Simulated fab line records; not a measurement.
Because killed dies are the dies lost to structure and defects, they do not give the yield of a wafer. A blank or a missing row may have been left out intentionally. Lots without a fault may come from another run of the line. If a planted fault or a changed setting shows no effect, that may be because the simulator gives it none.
Struck lot and sound lot, side by side | flow berkeley-cmos170 | 15 out of 331 route steps
Sound: the wafers L240.2, L240.4, L240.5. Struck: wafer L244.6 (left out: L244.4, L244.5 of the same lot, which were not struck); the cause appears at the end.
Each step with rows lists, per side, the tool, then ch with its chambers, then its first start. Under that, the readings that differ: sound wafers | struck wafers | difference of the means | sigmas: that difference in standard deviations of wafers without a fault.
alike: readings whose means differ by less than 2 such deviations, and words and numbers that are the same on both sides. not compared: withheld readings, readings that some wafer has no value for, bounds like >300 that may hide the same value, and numbers for which the record gives no deviation and whose values overlap.
A row with sigmas, a row that says differs or no value, or rows on one side alone: a step with any of these is where the two part. Non-overlapping numbers with no deviation appear without sigmas and do not part them. Lack of a reading on every wafer of one side parts them only where that side has two or more wafers.

first, 5 steps without rows for these wafers: UCB170_M1_COAT_04 (resist thk 900 nm); UCB170_M1_SOFTBAKE_05 (time 60 s); UCB170_M1_EXPOSE_06 (exposes mask METAL1, target cd 700 nm); UCB170_M1_PEB_07; UCB170_M1_DEVELOP_08 (develop time 45 s).
UCB170_M1_CD_MEAS_09: the cd target is 700 nm.
  struck on cd-sem-02, day 11 21:35; sound on cd-sem-01, day 11 07:44
  alike: cd-nm
UCB170_M1_OVL_MEAS_10:
  struck on overlay-01, day 11 21:40; sound on overlay-02, day 11 07:51
  reading     | sound  | struck | difference | sigmas
  M1_OVL (nm) | 6 7 -3 | -10    | -13        | -2
UCB170_M1_ETCH_11: etches BARC in N2/H2.
  sound on rie-diel-02 ch 0,1, day 11 07:53; struck on rie-diel-02 ch 1, day 11 21:42
  alike: drypump-motor-current-A, oes-product-au, throttle-valve-pct
UCB170_M1_METAL_ETCH_12: etches Al in Cl2/BCl3, stops on PSG, target depth 780 nm, time 130 s.
  sound on rie-metal-01 ch 0,1, day 11 07:55; struck on rie-metal-01 ch 0, day 11 21:46
  alike: drypump-motor-current-A, mfc-cl2-sccm, oes-product-au, throttle-valve-pct
  not compared: rf-hours-counter-h
UCB170_M1_STRIP_13: strips in O2.
  sound on plasma-asher-02 ch 1, day 11 08:04; struck on plasma-asher-01 ch 1, day 11 21:53
  alike: drypump-motor-current-A, oes-product-au
  not compared: rf-hours-counter-h
UCB170_M1_CD_MEAS_90: the cd target is 700 nm.
  struck on cd-sem-01, day 11 22:01; sound on cd-sem-01, day 11 08:11
  alike: cd-nm
then, 1 step without rows for these wafers: UCB170_M1_ANNEAL_14 (time 1200 s).
UCB170_V1_CVD_00: deposits SiO2 from TEOS/O2, target thk 2000 nm, time 250 s.
  sound on pecvd-01 ch 0,1, day 11 10:29; struck on pecvd-01 ch 2, day 12 18:02
  reading                             | sound          | struck | difference | sigmas
  model.SiO2_of_V1_CVD_00.thk-nm (nm) | 1984 2021 1978 | 1425   | -569       |
  alike: heater-power-w
UCB170_V1_THK_MEAS_01:
  struck on film-metro-04, day 12 18:08; sound on film-metro-04, day 11 10:44
  reading          | sound          | struck | difference | sigmas
  V1_TEOS_THK (nm) | 1983 2022 1977 | 1426   | -568       | -25
UCB170_V1_CMP_02: polishes SiO2.
  sound on cmp-02 ch 0,1,2, day 11 10:50; struck on cmp-02 ch 2, day 12 18:55
  alike: head-pressure-psi, motor-current-A

== WHERE THEY PART ==
Earliest at UCB170_M1_OVL_MEAS_10; latest, in this record, at UCB170_V1_THK_MEAS_01. Later steps at which nothing parts them and some readings are alike: UCB170_V1_CMP_02.

WHY: what the simulator had put in
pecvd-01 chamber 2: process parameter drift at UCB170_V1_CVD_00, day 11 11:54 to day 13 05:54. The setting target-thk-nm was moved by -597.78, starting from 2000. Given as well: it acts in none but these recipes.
